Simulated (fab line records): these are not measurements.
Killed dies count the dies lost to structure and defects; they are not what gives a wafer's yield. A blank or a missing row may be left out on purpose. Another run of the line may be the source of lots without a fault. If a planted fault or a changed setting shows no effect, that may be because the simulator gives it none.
One fault seen from 2 desks    flow berkeley cmos170    numbers are kept per desk, each desk with only its own; the story behind them comes last

## METROLOGY DESK
Means of the sampled wafers that have a number, per lot and without regard to the tool the lot ran on: this is what the gauges read. Any lot whose mean is over 4 standard deviations away from the usual mean is out of limits and marked OUT; that distance is given in the brackets.
Columns: A = SPACER_TEOS_THK at UCB170_SPACER_THK_MEAS_01, usual 374 nm; B = PSD_RS at UCB170_SDANNEAL_RS_MEAS_02, usual 75.5 ohm/sq; C = NSD_RS at UCB170_SDANNEAL_RS_MEAS_03, usual 37.29 ohm/sq
lot   first seen here  A    B     C
L678  day 8 00:19      371  75.5  37.31
L679  day 8 00:28      377  75.1  37.32
L680  day 8 00:38      369  75.8  37.29
L677  day 8 00:38      377  75.3  37.22
L681  day 8 18:27      370  75.7  37.27
L684  day 9 12:48      375  75.3  36.92 (-5.0) OUT
L687  day 9 22:33      377  75.9  36.88 (-5.7) OUT
L690  day 10 10:46     380  75.5  37.23
L689  day 10 10:47     372  75.6  36.86 (-5.9) OUT
L691  day 11 04:19     373  75.5  37.30
L693  day 11 16:41     373  75.5  37.33
L698  day 12 08:50     371  76.2  37.32
L696  day 12 09:07     375  75.9  37.28
L700  day 12 09:19     380  75.5  37.12
This desk's result: L684, L687, L689 out of limits, first on L684 (NSD_RS at UCB170_SDANNEAL_RS_MEAS_03), day 9 22:34. In limits: L678, L679, L680, L677, L681, L690, L691, L693, L698, L696, L700.

## TOOL OWNER'S DESK, implanter-02
For each lot that ran on this tool, the mean over its sampled wafers that have a number, from the tool's own readings at UCB170_NSD_IMPLANT_08. Any lot whose mean is over 4 standard deviations away from the usual mean is out of limits and marked OUT; that distance is given in the brackets.
Columns: A = beam energy keV at UCB170_NSD_IMPLANT_08, usual 39.998
lot   first seen here  A
L678  day 8 12:10      39.992
L679  day 8 12:26      40.011
L677  day 8 12:47      40.012
L680  day 8 12:58      39.998
L684  day 9 21:07      41.444 (+99 or more) OUT
L687  day 10 09:21     41.443 (+99 or more) OUT
L689  day 10 20:51     41.449 (+99 or more) OUT
This desk's finding: out of limits on L684, L687, L689; first on L684, day 9 21:07 (beam energy keV at UCB170_NSD_IMPLANT_08). In limits: L678, L679, L677, L680.

## ALL TOGETHER
The tool owner's desk had the chance to raise an alarm at day 9 21:07 on L684, L687, L689.
The metrology desk could have raised an alarm at day 9 22:34, on L684, L687, L689.
Every lot named ran UCB170_NSD_IMPLANT_08 on implanter-02.

## WHAT HAD BEEN PUT IN BY THE SIMULATOR
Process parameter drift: implanter-02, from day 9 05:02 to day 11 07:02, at UCB170_NSD_IMPLANT_08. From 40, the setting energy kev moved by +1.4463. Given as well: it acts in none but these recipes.
Lots struck among those shown: L684, L687, L689.
Fault start to first reading out of limits, in hours, per desk: tool owner, 16; metrology, 18.
